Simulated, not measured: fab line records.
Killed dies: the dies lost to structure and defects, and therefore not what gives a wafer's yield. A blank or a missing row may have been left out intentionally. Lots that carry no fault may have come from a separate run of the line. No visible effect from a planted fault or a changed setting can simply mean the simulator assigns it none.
Which tool was responsible? :: flow ritCmos :: 21 wafers from 7 lots sampled at 2 of the route's 202 steps

WHAT THE GAUGES READ, wafer by wafer
RIT_NWELL_TW_MEAS_10.
lot: L857
measured: day 2 09:49
on: filmMetro-01
NWELL_TW: 2154 2150 2167

lot: L863
measured: day 3 15:06
on: filmMetro-01
NWELL_TW: 2178 2173 2177

lot: L865
measured: day 4 05:32
on: filmMetro-02
NWELL_TW: 2145 2140 2148

lot: L868
measured: day 4 19:51
on: filmMetro-01
NWELL_TW: 2165 2158 2164

lot: L873
measured: day 5 18:27
on: filmMetro-01
NWELL_TW: 2252 2257 2252

lot: L875
measured: day 6 05:02
on: filmMetro-01
NWELL_TW: 2137 2141 2135

lot: L878
measured: day 6 21:06
on: filmMetro-02
NWELL_TW: 2150 2153 2158

TOOL THAT RAN EACH LOT (tool first, then ch and the chambers of the sampled wafers, then the start)
lot: L857
RIT_NWELL_IMPLANT_08: implanter-04 ch 0, day 2 09:29

lot: L863
RIT_NWELL_IMPLANT_08: implanter-01 ch 0, day 3 14:46

lot: L865
RIT_NWELL_IMPLANT_08: implanter-04 ch 0, day 4 05:13

lot: L868
RIT_NWELL_IMPLANT_08: implanter-01 ch 0, day 4 19:32

lot: L873
RIT_NWELL_IMPLANT_08: implanter-01 ch 0, day 5 18:08

lot: L875
RIT_NWELL_IMPLANT_08: implanter-04 ch 0, day 6 04:43

lot: L878
RIT_NWELL_IMPLANT_08: implanter-02 ch 0, day 6 20:47
- RIT_NWELL_IMPLANT_08

THE ANSWER, worked out from the rows above alone
Rule: the usual values come from the lots themselves. Put in order of their means at a reading, lots are off if they are a third of the lots or fewer, leave a main group of 4 or more, and stand apart from it by a gap of 3 or more times the standard deviation of the main group's means; of several such gaps the widest counts. Not used: any main group whose means are identical at the precision the tables above print for the reading. A lot without any number at a reading at which 4 lots or more have one is off too. The other lots that the step has rows for count as sound.
Off: at RIT_NWELL_TW_MEAS_10 (NWELL_TW), L873. Main group: mean 2155, sd 12.
If a tool, at a process step before that reading, ran all the lots that are off and no sound lot after the first of them, it fits. Gauges at RIT_NWELL_TW_MEAS_10: tried the same way as those tools. One candidate fits, namely implanter-01 at RIT_NWELL_IMPLANT_08. Its last sound lot is L868 (day 4 19:32), its first lot that is off L873 (day 5 18:08): a fault that began between those two fits.

WHAT WAS PUT IN BY THE SIMULATOR
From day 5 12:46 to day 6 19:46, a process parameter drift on implanter-01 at RIT_NWELL_IMPLANT_08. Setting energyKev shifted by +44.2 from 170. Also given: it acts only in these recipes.
Lots struck among those shown: L873. The same result came from the rule above.
